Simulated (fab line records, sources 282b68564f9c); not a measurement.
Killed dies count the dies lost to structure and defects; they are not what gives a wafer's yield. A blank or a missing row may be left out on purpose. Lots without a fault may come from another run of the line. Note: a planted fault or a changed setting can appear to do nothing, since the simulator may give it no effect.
Matching of chambers | flow ritCmos | rieSi-02 running RIT_GATE_ETCH_19: 4 sister chambers
The step etches poly-Si in SF6/CHF3/O2, stops on SiO2, time 165 s, target depth 312.5 nm. 14 wafers are shown with their chamber, then 7 later ones without.

WAFERS WITH THEIR CHAMBER
wafer  | chamber | throttleValvePct (%) | oesProductAu (a.u.) | runLengthS (s)
L430.4 | 0       | 10.19                | 0.829               | 193.2
L430.5 | 2       | 10.29                | 0.857               | 193.2
L430.6 | 3       | 10.19                | 0.823               | 193.2
L432.3 | 2       | 10.29                | 0.876               | 193.2
L432.5 | 0       | 10.21                | 0.837               | 193.6
L432.6 | 3       | 10.18                | 0.843               | 193.4
L434.1 | 2       | 10.25                | 0.856               | 193.1
L434.2 | 3       | 10.19                | 0.821               | 193.4
L434.4 | 1       | 10.51                | 0.866               | 193.6
L436.3 | 2       | 10.30                | 0.866               | 193.2
L436.5 | 0       | 10.20                | 0.834               | 193.5
L436.6 | 1       | 10.52                | 0.870               | 193.6
L442.3 | 3       | 10.18                | 0.831               | 193.3
L442.4 | 2       | 10.28                | 0.851               | 193.2

SIGNATURES (means of the wafers above)
reading          | chamber 0 | chamber 1 | chamber 2 | chamber 3 | scatter within a chamber
throttleValvePct | 10.2000   | 10.5150   | 10.2820   | 10.1850   | 0.0135
oesProductAu     | 0.83333   | 0.86800   | 0.86120   | 0.82950   | 0.00855
runLengthS       | 193.433   | 193.600   | 193.180   | 193.325   | 0.111
Rule: for each reading, subtract the chamber's mean from the wafer's reading, divide by that reading's scatter and square the result; add these up over the readings and take the root, which gives the wafer's distance from the chamber. If the next closest chamber is less than 2 further off than the closest, the wafer can't be placed; otherwise it belongs to the closest. The scatter is the square root of a quotient: the sum, over the shown wafers, of each reading's squared deviation from its chamber's mean, divided by wafers minus chambers.

WAFERS WITH NO CHAMBER GIVEN
wafer  | throttleValvePct (%) | oesProductAu (a.u.) | runLengthS (s)
L442.5 | 10.53                | 0.873               | 193.6
L444.1 | 10.52                | 0.867               | 193.4
L444.3 | 10.21                | 0.829               | 193.4
L444.4 | 10.17                | 0.824               | 193.3
L450.2 | 10.29                | 0.852               | 193.6
L450.4 | 10.29                | 0.851               | 193.1
L450.5 | 10.20                | 0.814               | 193.4

THE CHAMBER EACH PASSED THROUGH
wafer  | from the rows above     | in truth
L442.5 | 1                       | 1
L444.1 | 1                       | 1
L444.3 | can't be placed: 0 or 3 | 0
L444.4 | can't be placed: 3 or 0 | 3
L450.2 | 2                       | 2
L450.4 | 2                       | 2
L450.5 | can't be placed: 3 or 0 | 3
4 of 7 placed correctly. Cannot be placed on the basis of these rows: 3; the candidates contain the true chamber in 3. Wrongly placed: 0.
